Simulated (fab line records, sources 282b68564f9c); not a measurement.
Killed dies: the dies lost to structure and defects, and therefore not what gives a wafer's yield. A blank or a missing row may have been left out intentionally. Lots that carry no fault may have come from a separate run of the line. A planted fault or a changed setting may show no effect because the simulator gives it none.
fab line records + flow rit-cmos
record
- lots=5
- wafers=23
route steps=202 shown M1@197
start-h: the number of hours between the record's first day and the start of the first shown wafer of the lot + wait-h: time in hours since the lot's previous step + " repeats the value in the row above + L1.1+2: a single row standing in for several wafers + - no value, or no start given + * or withheld: withheld + < > ~ a bound
route shown NAME@n: NAME is a module with steps in the file, n the number in the route of the first one + usual: mean/standard deviation taken from wafers without a fault + same: alike in all rows + chamber/n: place in a boat + sites: readings site by site + _std_site: their standard deviation + _edge_site: outer sites' mean less inner sites' + radius-mm: for every site, how far away it sits from the centre of the wafer + mask NAME#n: copy n + behind: tool/chamber where the wafer was last shaped + hold: why the lot went on hold/how many hours it stayed there/how the hold came to an end + device: the transistor (n, p or np) that didn't switch + end of line: the tests these same wafers got at the end of their route + step lacking rows: just its recipe + killed: at the first sort, the dies lost to defects and structure; wafer yield is something else + map: the dies of a wafer, with x for killed, . for not killed, _ for no die there
set.NAME: setting as actually run; set.NAME@STEP: the setting as run at that earlier step + model.NAME: the simulator's own value behind a step, which no gauge read
lots whose settings were changed on purpose; a table a step, a row a wafer
## steps
# step RIT_M1_STRIP_13
# recipe
- chemistry=nmp
- resist=NOVOLAK
- temp-c=80
- time-s=600
- dry=n2-spin
| lot.wafer      | tool         | chamber | start-h | wait-h | set.time-s |
|----------------|--------------|---------|---------|--------|------------|
| L075.2+3+4+5+6 | -            | -       | -       | 0.1    | 526.2      |
| L076.1+2+3+4+5 | -            | -       | -       | 0.1    | 600        |
| L078.1+2+4+5+6 | -            | -       | -       | 0.1    | 631.7      |
| L083.2+4+6     | wet-bench-02 | 3       | 105.54  | 0.1    | 600        |
| L084.1+2+3+4+5 | -            | -       | -       | 0.1    | 528.4      |
# step RIT_M1_STRIP_14
# recipe
- chemistry=O2
- time-s=180
- platen-temp-c=withheld
- power-w=500
- pressure-mtorr=4000
- o2-flow-sccm=4000
# step RIT_M1_CD_MEAS_90
# recipe
- target-cd-nm=2600
# usual
- cd-nm=2599/3.1
| lot.wafer | tool      | chamber | start-h | wait-h | set.dose-mj@M1_EXPOSE_06 | cd-nm |
|-----------|-----------|---------|---------|--------|--------------------------|-------|
| L075.2    | cd-sem-01 | -       | 65.80   | 0.1    | 250                      | 2598  |
| L075.3    | "         | -       | "       | "      | 250                      | 2596  |
| L075.4    | "         | -       | "       | "      | 250                      | 2597  |
| L075.5    | "         | -       | "       | "      | 250                      | 2598  |
| L075.6    | "         | -       | "       | "      | 250                      | 2595  |
| L076.1    | cd-sem-01 | -       | 71.67   | 0.1    | 250                      | 2600  |
| L076.2    | "         | -       | "       | "      | 250                      | 2600  |
| L076.3    | "         | -       | "       | "      | 250                      | 2601  |
| L076.4    | "         | -       | "       | "      | 250                      | 2601  |
| L076.5    | "         | -       | "       | "      | 250                      | 2602  |
| L078.1    | cd-sem-01 | -       | 80.85   | 0.1    | 250                      | 2600  |
| L078.2    | "         | -       | "       | "      | 240.1                    | 2606  |
| L078.4    | "         | -       | "       | "      | 250                      | 2598  |
| L078.5    | "         | -       | "       | "      | 250                      | 2598  |
| L078.6    | "         | -       | "       | "      | 240.1                    | 2604  |
| L083.2    | cd-sem-01 | -       | 105.91  | 0.1    | 250                      | 2595  |
| L083.4    | "         | -       | "       | "      | 250                      | 2597  |
| L083.6    | "         | -       | "       | "      | 250                      | 2596  |
| L084.1    | cd-sem-02 | -       | 107.26  | 0.1    | 250                      | 2597  |
| L084.2    | "         | -       | "       | "      | 261.2                    | 2587  |
| L084.3    | "         | -       | "       | "      | 250                      | 2601  |
| L084.4    | "         | -       | "       | "      | 250                      | 2600  |
| L084.5    | "         | -       | "       | "      | 261.2                    | 2587  |
# step RIT_M1_ANNEAL_15
# recipe
- temp-c=450
- time-s=1800
- ambient=forming_gas_H2N2
# step RIT_M1_PROBE_99
| lot.wafer | tool      | chamber | start-h | wait-h | set.time-s@GATE_CLEAN_04 | set.temp-c@REOX_OXIDATION_03 | set.time-s@SPACER_ETCHBACK_05 | model.etest.pldd.rs-ohm-sq | model.etest.nmos_0p15.r-on-ohm-um | model.etest.nmos_0p3.r-on-ohm-um | model.etest.nldd.rs-ohm-sq | model.etest.pldd.line-ohm-um |
|-----------|-----------|---------|---------|--------|--------------------------|------------------------------|-------------------------------|----------------------------|-----------------------------------|----------------------------------|----------------------------|------------------------------|
| L075.2    | prober-01 | -       | 67.57   | 0.1    | 52.25                    | 925.4                        | 223.1                         | 1144                       | 1280                              | 2260                             | 568.7                      | 369.6                        |
| L075.3    | prober-01 | -       | 67.62   | 0.2    | 52.25                    | 925.4                        | 223.1                         | 1188                       | 1369                              | 2341                             | 578.8                      | 380.3                        |
| L075.5    | prober-01 | -       | 67.72   | 0.2    | 52.25                    | 925.4                        | 223.1                         | 1227                       | 1310                              | 2322                             | 586.1                      | 388.9                        |
| L075.6    | prober-01 | -       | 67.77   | 0.2    | 52.25                    | 925.4                        | 240                           | 1232                       | 1434                              | 2417                             | 583.2                      | 396.5                        |
| L076.1    | prober-02 | -       | 73.41   | 0.1    | 64.33                    | 884.9                        | 240                           | 399.7                      | 1046                              | 2078                             | 327.1                      | 124.6                        |
| L076.2    | prober-02 | -       | 73.46   | 0.1    | 64.33                    | 884.9                        | 259                           | 406.1                      | 1134                              | 2133                             | 332.3                      | 126.3                        |
| L076.3    | prober-02 | -       | 73.51   | 0.2    | 64.33                    | 884.9                        | 259                           | 399.4                      | 1221                              | 2192                             | 329.6                      | 126.3                        |
| L076.4    | prober-02 | -       | 73.56   | 0.2    | 64.33                    | 884.9                        | 240                           | 406                        | 1061                              | 2075                             | 329.4                      | 126.9                        |
| L076.5    | prober-02 | -       | 73.61   | 0.2    | 64.33                    | 884.9                        | 259                           | 399.1                      | 1235                              | 2236                             | 328.8                      | 125.6                        |
| L078.1    | prober-02 | -       | 82.59   | 0.1    | 51.82                    | 920.4                        | 215.1                         | 931                        | 1141                              | 2121                             | 579.8                      | 291.8                        |
| L078.4    | prober-02 | -       | 82.74   | 0.2    | 51.82                    | 920.4                        | 215.1                         | 894.4                      | 1179                              | 2158                             | 568.6                      | 279.9                        |
| L078.5    | prober-02 | -       | 82.79   | 0.2    | 51.82                    | 920.4                        | 215.1                         | 885.5                      | 1140                              | 2122                             | 571.8                      | 277.5                        |
| L078.6    | prober-02 | -       | 82.84   | 0.2    | 51.82                    | 920.4                        | 240                           | 903.6                      | 1294                              | 2234                             | 569.1                      | 279.1                        |
| L083.2    | prober-01 | -       | 107.68  | 0.1    | 60                       | 900                          | 240                           | 459.1                      | 1130                              | 2128                             | 374.8                      | 144.2                        |
| L083.4    | prober-01 | -       | 107.78  | 0.2    | 60                       | 900                          | 240                           | 462.2                      | 1096                              | 2096                             | 376.9                      | 146.9                        |
| L083.6    | prober-01 | -       | 107.88  | 0.2    | 60                       | 900                          | 240                           | 479.5                      | 1143                              | 2110                             | 381.8                      | 152.8                        |
| L084.1    | prober-02 | -       | 109.13  | 0.1    | 51.89                    | 924                          | 256                           | 1078                       | 1723                              | 2689                             | 583.8                      | 333                          |
| L084.2    | prober-02 | -       | 109.18  | 0.1    | 51.89                    | 924                          | 240                           | 1056                       | 1552                              | 2561                             | 580.2                      | 327.4                        |
| L084.3    | prober-02 | -       | 109.23  | 0.2    | 51.89                    | 924                          | 256                           | 1147                       | 1678                              | 2679                             | 609.5                      | 353.3                        |
| L084.4    | prober-02 | -       | 109.28  | 0.2    | 51.89                    | 924                          | 240                           | 1151                       | 1567                              | 2591                             | 605.9                      | 361                          |
| L084.5    | prober-02 | -       | 109.33  | 0.2    | 51.89                    | 924                          | 256                           | 1075                       | 1680                              | 2706                             | 595.1                      | 334.5                        |
# killed by level:class
L083.2 FOX1:geometric-particle:open=3 REOX:geometric-particle:open=3 GATE:geometric-particle:short=2 GATE:geometric-particle:open=2 SILICIDE:geometric-particle:short=2 FOX1:geometric-particle:short=1 FOX2:geometric-particle:open=1 FOX2:geometric-particle:short=1
L083.4 FOX1:geometric-particle:short=1 GATE:geometric-particle:open=1 GATE:geometric-particle:short=1 REOX:geometric-particle:open=1 SPACER:geometric-particle:short=1
L083.6 FOX2:geometric-particle:short=3 FOX1:geometric-particle:open=1 FOX2:geometric-particle:open=1 GATE:geometric-particle:open=1 GATE:geometric-particle:short=1
## key
split
- step=RIT_M1_STRIP_13
- setting=time-s
- stated=600
- by=lot
response none clear
split outside-this-file step=RIT_GATE_CLEAN_04 setting=time-s
split outside-this-file step=RIT_REOX_OXIDATION_03 setting=temp-c
split outside-this-file step=RIT_SPACER_ETCHBACK_05 setting=time-s
split outside-this-file step=RIT_M1_EXPOSE_06 setting=dose-mj
# split outside-this-file: this setting was split too, and the file shows its column; the key of that split is in another file
